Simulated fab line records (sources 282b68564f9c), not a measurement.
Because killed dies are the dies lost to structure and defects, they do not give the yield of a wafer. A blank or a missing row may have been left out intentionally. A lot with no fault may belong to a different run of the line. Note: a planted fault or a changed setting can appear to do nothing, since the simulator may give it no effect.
The tool behind it: which one? | flow rit-cmos | 14 lots with 42 wafers sampled at 4 steps, on a route of 202 steps

## WHAT THE GAUGES SHOWED, per wafer
RIT_NRETRO_TW_MEAS_10.
lot  | measured    | on            | NRETRO_TW
L122 | day 2 08:59 | film-metro-01 | 1070 1070 1072
L123 | day 2 16:20 | film-metro-03 | 1035 1028 1034
L124 | day 2 17:45 | film-metro-02 | 1057 1054 1057
L125 | day 3 02:55 | film-metro-02 | 1057 1061 1062
L126 | day 3 07:47 | film-metro-03 | 1042 1042 1046
L131 | day 4 05:25 | film-metro-01 | 1066 1060 1064
L135 | day 5 01:29 | film-metro-03 | 1042 1041 1042
L136 | day 5 05:59 | film-metro-02 | 1060 1056 1056
L137 | day 5 11:50 | film-metro-02 | 1060 1056 1055
L138 | day 5 16:05 | film-metro-03 | 1045 1043 1040
L139 | day 5 19:58 | film-metro-03 | 1045 1047 1039
L140 | day 6 00:29 | film-metro-01 | 1080 1075 1079
L142 | day 6 11:21 | film-metro-01 | 1073 1077 1069
L144 | day 6 22:59 | film-metro-01 | 1071 1069 1078

RIT_CONTACT_CD_MEAS_08 targets a cd of 1000 nm.
lot  | measured    | on        | cd-nm (nm)
L122 | day 3 14:16 | cd-sem-02 | 1002.1 1001.1 1000.5
L123 | day 3 16:17 | cd-sem-01 | 1000.5 1002.0 1000.4
L124 | day 3 16:04 | cd-sem-02 | 997.7 997.0 998.0
L125 | day 4 01:25 | cd-sem-02 | 996.6 996.5 998.9
L126 | day 4 06:47 | cd-sem-02 | 1001.7 999.9 999.7
L131 | day 5 06:02 | cd-sem-02 | 998.1 1000.6 1000.6
L135 | day 6 01:11 | cd-sem-02 | 1001.4 1001.5 999.7
L136 | day 6 04:58 | cd-sem-02 | 1003.0 1003.4 1004.6
L137 | day 6 12:53 | cd-sem-01 | 1004.1 1003.9 1004.7
L138 | day 6 14:37 | cd-sem-01 | 1001.4 1001.5 1001.9
L139 | day 6 19:37 | cd-sem-02 | 1003.7 1002.3 1005.4
L140 | day 7 01:26 | cd-sem-02 | 998.8 997.3 998.9
L142 | day 7 10:26 | cd-sem-01 | 997.5 998.0 998.7
L144 | day 7 23:52 | cd-sem-01 | 999.0 1000.5 1001.5

## TOOL THAT RAN EACH LOT (tool first, then ch and the chambers of the sampled wafers, then the start)
lot  | RIT_NWELL_COAT_01                | RIT_SILICIDE_RTA_06
L122 | litho-track-04 ch 0, day 1 21:04 | rtp-anneal-02 ch 0, day 3 12:54
L123 | litho-track-02 ch 0, day 2 05:51 | rtp-anneal-02 ch 0, day 3 15:01
L124 | litho-track-02 ch 0, day 2 06:28 | rtp-anneal-02 ch 0, day 3 14:55
L125 | litho-track-03 ch 0, day 2 16:55 | rtp-anneal-01 ch 0, day 4 00:16
L126 | litho-track-02 ch 0, day 2 20:04 | rtp-anneal-02 ch 0, day 4 05:38
L131 | litho-track-03 ch 0, day 3 18:09 | rtp-anneal-01 ch 0, day 5 04:53
L135 | litho-track-03 ch 0, day 4 13:49 | rtp-anneal-01 ch 0, day 5 23:54
L136 | litho-track-03 ch 0, day 4 19:42 | rtp-anneal-02 ch 0, day 6 03:47
L137 | litho-track-04 ch 0, day 5 01:52 | rtp-anneal-01 ch 0, day 6 11:37
L138 | litho-track-02 ch 0, day 5 05:07 | rtp-anneal-02 ch 0, day 6 13:28
L139 | litho-track-02 ch 0, day 5 09:03 | rtp-anneal-01 ch 0, day 6 18:28
L140 | litho-track-04 ch 0, day 5 14:15 | rtp-anneal-02 ch 0, day 7 00:10
L142 | litho-track-04 ch 0, day 6 00:33 | rtp-anneal-02 ch 0, day 7 09:17
L144 | litho-track-04 ch 0, day 6 11:41 | rtp-anneal-02 ch 0, day 7 22:43
- RIT_NWELL_COAT_01: resist thk 1300 nm.
- RIT_SILICIDE_RTA_06: time 10 s, ramp up 5 s, ramp down 10 s.

## AS READ BY THE TOOLS THEMSELVES (means over the sampled wafers that have a number; for cases with no such wafer, the mark the record gives instead)
RIT_NWELL_COAT_01.
lot  | tool           | exhaust-pa (Pa) | spin-speed-rpm (rpm)
L122 | litho-track-04 | 44.8            | 2001.6
L123 | litho-track-02 | 45.6            | 2000.4
L124 | litho-track-02 | 44.0            | 2000.3
L125 | litho-track-03 | 45.3            | 2000.5
L126 | litho-track-02 | 44.6            | 1999.9
L131 | litho-track-03 | 44.8            | 2000.7
L135 | litho-track-03 | 45.0            | 1438.7
L136 | litho-track-03 | 45.4            | 1439.7
L137 | litho-track-04 | 44.3            | 1999.4
L138 | litho-track-02 | 46.5            | 1999.8
L139 | litho-track-02 | 44.9            | 2000.0
L140 | litho-track-04 | 45.3            | 2000.7
L142 | litho-track-04 | 46.2            | 2001.3
L144 | litho-track-04 | 44.6            | 2000.0

RIT_SILICIDE_RTA_06.
lot  | tool          | chamber-o2-ppm | wafer_temp_C_max
L122 | rtp-anneal-02 | 2.029          | 753.5
L123 | rtp-anneal-02 | 2.015          | 754.6
L124 | rtp-anneal-02 | 1.983          | 754.1
L125 | rtp-anneal-01 | 2.019          | 754.8
L126 | rtp-anneal-02 | 2.038          | 754.4
L131 | rtp-anneal-01 | 2.000          | 754.3
L135 | rtp-anneal-01 | 2.022          | 754.7
L136 | rtp-anneal-02 | 1.978          | 754.2
L137 | rtp-anneal-01 | 1.981          | 753.7
L138 | rtp-anneal-02 | 1.986          | 753.4
L139 | rtp-anneal-01 | 2.023          | 754.1
L140 | rtp-anneal-02 | 2.013          | 754.3
L142 | rtp-anneal-02 | 2.014          | 755.2
L144 | rtp-anneal-02 | 2.008          | 754.9

## THE ANSWER, worked out from the rows above alone
Rule: what is usual is taken from the lots themselves. Put in order of their means at a reading, lots are off if they are a third of the lots or fewer, leave a main group of 4 or more, and stand apart from it by a gap of 3 or more times the standard deviation of the main group's means; of several such gaps the widest counts. The tables above print the reading to a certain number of digits; a main group whose means all agree to those digits is not used. Also off: a lot with no number at a reading for which 4 or more lots have one. Where the step has rows for the other lots, those lots are counted as sound. Order of review: gauges by route order, followed by the tools' own readings, for which a lot's mean as printed above is used. The first step at which some lot is off is used, and at that step the reading that is off furthest; a lot without a number counts as furthest.
Off: L135, L136 (RIT_NWELL_COAT_01, spin-speed-rpm). Mean 2000.4 rpm and standard deviation 0.6 in the main group.
A tool fits if, at that step or a process step before it, it ran every lot that is off, and no sound lot after the first of them. One fits: RIT_NWELL_COAT_01 on litho-track-03. A fault onset in the window from L131 (day 3 18:09, its last sound lot) to L135 (day 4 13:49, its first lot off) fits.
On the lots that are off, the tool's own readings at RIT_NWELL_COAT_01 differ by more than 5 times the standard deviation of the sound lots' means, which bears it out; spin-speed-rpm reads 1439.2 rpm there versus 2000.4 rpm on the sound lots.

## WHAT THE SIMULATOR HAD PUT IN
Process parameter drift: litho-track-03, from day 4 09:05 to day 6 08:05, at RIT_NWELL_COAT_01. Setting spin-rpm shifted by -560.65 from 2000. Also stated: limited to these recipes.
Struck lots among those shown: L135, L136. The rule above reached the same finding.
